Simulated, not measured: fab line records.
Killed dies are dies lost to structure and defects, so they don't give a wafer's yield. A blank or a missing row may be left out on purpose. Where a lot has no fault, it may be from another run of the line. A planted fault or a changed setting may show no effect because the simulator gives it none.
Code-filled problem report in 8D (eight disciplines) form | flow berkeley cmos170 | the parts of the form that need people (team, actions taken, sign-off) are left out

1. THE ISSUE
Across 12 wafers from 4 lots, V1_POLISHED_THK at UCB170_V1_THK_MEAS_04 averages 1346.5 nm, while fault-free wafers read 1000.7 nm with a standard deviation of 1.3. That is +99 or more standard deviations from the usual mean.
The first sign was on wafer L871.1 at day 7 14:09, on film metro-03. The record has a number at this step for 39 wafers belonging to 13 lots. By rule, "out" or "out of limits" means more than 4 standard deviations away from the usual mean. All remaining wafers that have a number are taken as sound.

2. WHAT THIS IS AND IS NOT
question                    | is                           | is not
which readings at this step | V1_POLISHED_THK              | -
which lots                  | L871, L872, L874, L875       | L867, L868, L881, L885, L886, L887, L888, L889, L890
which wafers of those lots  | all that have a number       | -
read on which gauges        | film metro-03, film metro-04 | film metro-02
when                        | from day 7 14:09             | up to then (6 sound wafers); but 21 sound wafers of L881, L885, L886, L887, L888, L889, L890 came after

3. WHAT RULES OUT EACH SUSPECT
Counting: a tool at a process step up to the reading stays a suspect if it ran every lot that is out and no sound lot after the first of them.
- the gauge at UCB170_V1_THK_MEAS_04 has been ruled out. 2 gauges (film metro-03, film metro-04) read the wafers that are out.
- cmp-01 at UCB170_V1_CMP_02 (polishes SiO2): ruled out as a lasting fault. After its first lot that is out, L871 (day 7 13:53), sound lots L885, L886, L889 ran on it.
Left after counting: nothing in the record.

4. THE CAUSE (what the simulator had put in)
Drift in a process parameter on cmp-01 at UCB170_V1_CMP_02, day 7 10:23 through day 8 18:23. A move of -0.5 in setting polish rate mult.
It was ruled out by counting, in error; the rule expects a fault to strike all lots run on its tool from its start on, and this fault did not.

5. SEQUENCE OF EFFECTS, ordered by route
Each row: a reading whose mean over the struck wafers that have a number lies more than 3 standard deviations from the usual. Only readings whose record carries a usual standard deviation are examined. hours: median over the lots of the time between each lot's start at the first step of this table that gives one and its start at this step. sigmas: the change, counted in usual standard deviations.
hours | step                  | reading         | usual      | on struck wafers | change | sigmas
0     | UCB170_V1_THK_MEAS_04 | V1_POLISHED_THK | 1000.7 nm  | 1346.5           | +345.8 | +99 or more
2     | UCB170_V1_ETCH_14     | oes product au  | 0.870 a.u. | 1.007            | +0.137 | +8.6
Here are the process steps it includes:
- UCB170_V1_ETCH_14: etches SiO2 in CHF3/CF4/Ar, stops on Al, target depth 1250 nm, time 291 s.
At these later measuring or inspecting steps, every struck wafer for which the step has a row has a number for every such reading, and none has moved that far: UCB170_V1_OVL_MEAS_13.

6. HOW IT WOULD HAVE BEEN CAUGHT EARLIER
The first out-of-limits reading at a measuring or inspecting step in this record came at day 7 14:09, 4 hours after the fault's start at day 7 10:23.
Of the tool readings at UCB170_V1_CMP_02 for which the record gives a usual standard deviation, none was out on any struck wafer, so an alarm limit of 4 standard deviations on them would not have fired.
